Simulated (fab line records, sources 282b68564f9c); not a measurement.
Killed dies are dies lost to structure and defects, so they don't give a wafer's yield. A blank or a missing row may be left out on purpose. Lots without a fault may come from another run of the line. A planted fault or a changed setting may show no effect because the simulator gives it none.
fab line records | flow rit_cmos
record lots=14 wafers=42 last_day=7
route steps=202 shown ACTIVE@14 M1@202
lots that met no fault: from a run of the same line without faults
start_h: hours from the record's first day to the start of the lot's first wafer shown | wait_h: hours since the lot's step before | " the same as in the row above | L1.1+2: a row that stands for several wafers | - no value, or no start given | * or withheld: withheld | < > ~ a bound
route shown NAME@n: a module of which the file shows steps, and the number in the route of the first | usual: mean/standard deviation of fault-free wafers | same: alike in all rows | chamber/n: place in a boat | sites: the reading at each site | _std_site: their standard deviation | _edge_site: outer sites' mean less inner sites' | radius_mm: how far each site lies from the wafer's centre | mask NAME#n: copy n | behind: the tool/chamber that last shaped the wafer | hold: why the lot was held/for how many hours/how that ended | device: the transistor (n, p or np) that didn't switch | end of line: the same wafers' tests at the end of the route | a step without rows: its recipe alone | killed: dies lost to structure and defects at the first sort, not the wafer's yield | map: a wafer's dies, x killed, . not, _ none there
set.NAME: the setting as run; set.NAME@STEP: as run at that earlier step | model.NAME: the simulator's own value behind a step, which no gauge read
steps of the route over a sample of lots; a table a step, a row a wafer
services: from which hour (start_h, from the record's first day; less than 0 if before it) a tool's chamber was out of use, for how many hours, and why
## steps
# step RIT_ACTIVE_ETCH_13
# recipe stop_on=SiO2 chemistry=SF6 target=Si3N4 time_s=210 over_etch_frac=0.4 SF6_flow_sccm=200 pressure_mtorr=260 rf_w=125 target_depth_a=2100
# usual SF6_flow_sccm=200.1/0.59 chamber_pressure_mTorr=259.98/0.23 drypump_motor_current_A=5.6/0.46 oes_product_au=0.817/0.011 rf_fwd_power_W=124.6/0.41 throttle_valve_pct=7.52/0.1
# columns lot.wafer tool chamber start_h wait_h SF6_flow_sccm chamber_pressure_mTorr drypump_motor_current_A oes_product_au rf_fwd_power_W rf_hours_counter_h throttle_valve_pct
L153.1 rie_diel-02 3 22.27 0.1 201.4 259.86 5.9 0.806 124.6 26 7.65
L153.2 " 1 " " 199.8 260.26 4.7 0.817 124.0 151 7.42
L153.5 " 1 " " 199.7 260.40 4.7 0.813 124.4 - 7.43
L156.2 rie_diel-01 0 34.95 0.1 200.2 260.12 5.5 0.804 124.1 7 7.58
L156.4 " 2 " " 200.3 260.18 5.0 0.825 124.8 6 7.49
L156.6 " 1 " " 199.6 259.69 5.9 0.840 124.5 - 7.55
L158.2 rie_diel-03 1 44.71 0.1 200.6 259.99 6.0 0.817 124.9 122 7.30
L158.3 " 3 " " 200.1 259.80 5.8 0.816 124.4 13 7.39
L158.6 " 3 " " 200.4 259.78 5.8 0.818 124.3 - 7.39
L162.4 rie_diel-02 3 65.54 0.1 - - - - - - -
L162.5 " 2 " " - - - - - - -
L162.6 " 3 " " - - - - - - -
L163.1 rie_diel-01 2 71.54 0.1 - - - - - - -
L163.2 " 1 " " - - - - - - -
L163.5 " 2 " " - - - - - - -
L166.2 rie_diel-03 1 85.94 0.1 199.8 260.65 6.0 0.805 124.4 123 7.28
L166.3 " 0 " " 199.0 260.16 5.7 0.835 125.0 49 7.57
L166.5 " 2 " " 201.1 259.57 5.7 0.826 124.4 - 7.36
L167.3 rie_diel-02 1 91.01 0.1 200.4 259.86 4.7 0.809 125.2 152 7.44
L167.4 " 3 " " 200.3 259.72 5.9 0.820 124.2 27 7.64
L167.5 " 1 " " 200.6 260.15 4.7 0.812 124.9 - 7.43
L168.2 rie_diel-01 1 95.95 0.1 199.3 260.29 5.9 0.840 123.3 0 7.56
L168.3 " 3 " " 200.7 260.01 6.2 0.824 124.3 53 7.63
L168.6 " 3 " " 200.0 259.80 6.2 0.817 124.5 - 7.63
L169.2 rie_diel-02 2 100.63 0.1 200.1 260.10 5.9 0.816 124.4 64 7.60
L169.5 " 3 " " 200.8 260.09 5.9 0.805 124.6 - 7.64
L169.6 " 2 " " 199.9 259.78 5.9 0.814 124.4 - 7.60
L170.1 rie_diel-03 2 106.76 0.1 199.6 259.99 5.7 0.819 124.4 90 7.37
L170.3 " 1 " " 201.0 260.15 6.0 0.815 125.0 124 7.30
L170.4 " 0 " " 200.3 259.83 5.7 0.840 123.9 50 7.55
L171.2 rie_diel-01 0 111.73 0.1 200.2 260.03 5.5 0.803 124.5 8 7.57
L171.3 " 2 " " 201.5 259.81 5.0 0.823 125.2 8 7.47
L171.4 " 1 " " 201.0 260.01 6.0 0.840 124.6 1 7.56
L172.1 rie_diel-02 3 118.30 0.1 200.3 259.88 5.9 0.806 124.8 27 7.65
L172.3 " 0 " " 199.9 260.14 5.1 0.809 124.9 92 7.41
L172.5 " 0 " " 199.9 259.73 5.1 0.810 124.4 - 7.41
L173.1 rie_diel-02 2 121.60 0.1 198.9 259.87 5.9 0.821 125.0 64 7.58
L173.4 " 3 " " 200.4 259.95 5.9 0.810 124.3 28 7.66
L173.5 " 3 " " 199.8 260.02 5.9 0.805 124.8 - 7.64
L174.4 rie_diel-01 2 125.59 0.1 200.1 260.13 5.0 0.822 124.5 - 7.50
L174.5 " 1 " " 199.2 259.80 5.9 0.838 124.6 - 7.55
L174.6 " 0 " " 200.3 260.22 5.5 0.808 124.5 - 7.55
# step RIT_ACTIVE_CD_MEAS_90
# recipe target_cd_nm=1400
# usual cd_nm=1399.5/2
# columns lot.wafer tool chamber start_h wait_h cd_nm
L153.1 cd_sem-01 - 22.64 0.2 1397.6
L153.2 " - " " 1394.7
L153.5 " - " " 1395.0
L156.2 cd_sem-01 - 35.28 0.1 1398.0
L156.4 " - " " 1400.0
L156.6 " - " " 1399.9
L158.2 cd_sem-01 - 45.04 0.1 1401.4
L158.3 " - " " 1401.2
L158.6 " - " " 1402.0
L162.4 cd_sem-02 - 65.91 0.1 -
L162.5 " - " " -
L162.6 " - " " -
L163.1 cd_sem-01 - 71.85 0.1 -
L163.2 " - " " -
L163.5 " - " " -
L166.2 cd_sem-02 - 86.27 0.1 1401.0
L166.3 " - " " 1400.8
L166.5 " - " " 1400.2
L167.3 cd_sem-02 - 91.36 0.1 1398.3
L167.4 " - " " 1397.4
L167.5 " - " " 1400.5
L168.2 cd_sem-01 - 96.28 0.1 1402.1
L168.3 " - " " 1399.1
L168.6 " - " " 1401.4
L169.2 cd_sem-02 - 100.96 0.1 1396.4
L169.5 " - " " 1397.0
L169.6 " - " " 1397.2
L170.1 cd_sem-02 - 107.07 0.1 1400.9
L170.3 " - " " 1398.4
L170.4 " - " " 1401.4
L171.2 cd_sem-01 - 112.06 0.1 1400.7
L171.3 " - " " 1397.0
L171.4 " - " " 1397.0
L172.1 cd_sem-01 - 118.61 0.1 1398.7
L172.3 " - " " 1398.9
L172.5 " - " " 1398.5
L173.1 cd_sem-02 - 121.91 0.1 1400.5
L173.4 " - " " 1399.2
L173.5 " - " " 1400.0
L174.4 cd_sem-01 - 125.89 0.1 1399.7
L174.5 " - " " 1399.5
L174.6 " - " " 1398.5
# step RIT_M1_PROBE_99
# usual killed_at_contacts=0.1/0.23 killed_at_front_end=6.7/2.7 killed_dies=6.7/2.7 killed_on_rim=1.8/1.2 killed_open=3.2/1.8 killed_short=3.5/1.9
# same gross_dies=264 killed_at_M0_to_M3=0 killed_at_M4_up=0 killed_at_back_side=0 killed_at_other=0
# columns lot.wafer tool chamber start_h wait_h killed_at_contacts killed_at_front_end killed_dies killed_on_rim killed_open killed_short
L162.4 prober-02 - 112.90 0.2 0 264 264 70 5 3
L162.5 prober-02 - 112.95 0.2 0 264 264 70 2 3
L162.6 prober-02 - 113.00 0.2 0 264 264 70 2 4
L163.1 prober-01 - 120.26 0.1 0 264 264 70 2 2
L163.2 prober-01 - 120.31 0.1 0 264 264 70 2 3
L163.5 prober-01 - 120.46 0.2 0 264 264 70 3 9
L167.3 prober-01 - 137.67 0.2 0 7 7 2 4 3
L167.4 prober-01 - 137.72 0.2 0 8 8 2 4 4
L167.5 prober-01 - 137.77 0.2 0 10 10 2 2 8
L168.2 prober-02 - 143.20 0.1 0 4 4 0 1 3
L168.3 prober-02 - 143.25 0.2 0 5 5 1 2 3
L168.6 prober-02 - 143.40 0.2 0 5 5 0 2 3
L171.2 prober-01 - 158.15 0.1 0 6 6 0 1 5
L171.3 prober-01 - 158.20 0.2 1 3 4 2 1 3
L171.4 prober-01 - 158.25 0.2 0 6 6 2 3 3
L173.1 prober-01 - 169.57 0.1 0 3 3 1 1 2
L173.4 prober-01 - 169.72 0.2 0 3 3 0 1 2
L173.5 prober-01 - 169.77 0.2 0 5 5 2 4 1
# killed by level:class
L162.4 ACTIVE:area_etch=256 GATE:geometric_particle:short=2 GATE:geometric_particle:open=2 SILICIDE:geometric_particle:open=2 FOX1:geometric_particle:short=1 SPACER:geometric_particle:open=1
L162.5 ACTIVE:area_etch=259 GATE:geometric_particle:short=2 SPACER:geometric_particle:open=2 FOX1:geometric_particle:short=1
L162.6 ACTIVE:area_etch=258 SPACER:geometric_particle:short=2 FOX2:geometric_particle:short=1 GATE:geometric_particle:open=1 SILICIDE:geometric_particle:open=1 SILICIDE:geometric_particle:short=1
L163.1 ACTIVE:area_etch=259 FOX1:geometric_particle:short=1 GATE:geometric_particle:open=1 GATE:geometric_particle:short=1 SPACER:geometric_particle:open=1 NSD:coat_microbubble_printed=1
L163.2 ACTIVE:area_etch=258 GATE:geometric_particle:short=3 GATE:geometric_particle:open=1 SILICIDE:geometric_particle:open=1 NSD:coat_microbubble_printed=1
L163.5 ACTIVE:area_etch=252 REOX:geometric_particle:short=3 SILICIDE:geometric_particle:short=3 FOX1:geometric_particle:short=1 FOX2:geometric_particle:short=1 FOX2:geometric_particle:open=1 GATE:geometric_particle:open=1 REOX:geometric_particle:open=1
L167.3 GATE:geometric_particle:open=3 GATE:geometric_particle:short=3 SILICIDE:geometric_particle:open=1
L167.4 GATE:geometric_particle:open=3 GATE:geometric_particle:short=2 FOX2:geometric_particle:open=1 REOX:geometric_particle:short=1 SPACER:geometric_particle:short=1
L167.5 FOX2:geometric_particle:short=3 FOX1:geometric_particle:short=2 FOX1:geometric_particle:open=2 GATE:geometric_particle:short=2 REOX:geometric_particle:short=1
L168.2 GATE:geometric_particle:short=2 FOX2:geometric_particle:short=1 GATE:geometric_particle:open=1
L168.3 FOX1:geometric_particle:short=1 GATE:geometric_particle:short=1 GATE:geometric_particle:open=1 REOX:geometric_particle:short=1 SILICIDE:geometric_particle:open=1
L168.6 GATE:geometric_particle:open=1 GATE:geometric_particle:short=1 SPACER:geometric_particle:short=1 SILICIDE:geometric_particle:open=1 SILICIDE:geometric_particle:short=1
L171.2 GATE:geometric_particle:short=2 REOX:geometric_particle:short=2 FOX1:geometric_particle:short=1 GATE:geometric_particle:open=1
L171.3 SPACER:geometric_particle:short=2 SPACER:geometric_particle:open=1 CONTACT:geometric_particle:short=1
L171.4 GATE:geometric_particle:open=2 FOX1:geometric_particle:short=1 REOX:geometric_particle:open=1 REOX:geometric_particle:short=1 SILICIDE:geometric_particle:short=1
L173.1 REOX:geometric_particle:short=1 SPACER:geometric_particle:open=1 SILICIDE:geometric_particle:short=1
L173.4 GATE:geometric_particle:short=2 SPACER:geometric_particle:open=1
L173.5 FOX1:geometric_particle:open=2 SILICIDE:geometric_particle:open=2 GATE:geometric_particle:short=1
## services
# columns tool chamber start_h hours kind
rie_diel-02 - 12.49 0.5 repair
rie_diel-01 3 21.91 6.7 repair
rie_diel-01 2 28.70 2.9 repair
rie_diel-01 1 44.55 - clean
rie_diel-01 1 44.55 21.6 scheduled_down
rie_diel-01 1 44.55 21.6 vent_cycle
rie_diel-03 0 71.79 4.9 repair
rie_diel-01 - 80.61 2.8 pm
rie_diel-01 0 95.68 8.3 repair
rie_diel-01 3 120.95 7.5 repair
rie_diel-03 1 123.37 3.4 repair
## key
first_sign step=RIT_ACTIVE_ETCH_13 reading=tool_record direction=missing
effect step=RIT_ACTIVE_CD_MEAS_90 reading=cd_nm direction=missing
effect step=RIT_M1_PROBE_99 reading=killed_at_front_end direction=up sigmas=96 usual=6.7 struck=264
more_kills_born_at RIT_ACTIVE_ETCH_13@rie_diel-02=773 RIT_ACTIVE_ETCH_13@rie_diel-01=769
met_at RIT_ACTIVE_ETCH_13
struck_lots L162,L163
later_rows_left_out L162.4,L162.5,L162.6,L163.1,L163.2,L163.5
tester_left_out L162,L163
onset_between 34.95 65.54
fault kind=skipped_step_whole tool=rie_diel-01,rie_diel-02 chamber=- onset_h=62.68 steps=RIT_ACTIVE_ETCH_13 scope=struck_lots_only
# tester_left_out: of these lots the tester's yield and bins aren't shown, on N5 and GAA mostly nor the transistor test; their killed dies are dies lost to structure and defects alone, not to doping, threshold or leakage, so they don't give the yield
# later_rows_left_out: the simulator's readings of these wafers behind a module that went badly wrong aren't trusted and aren't shown, but for the sort
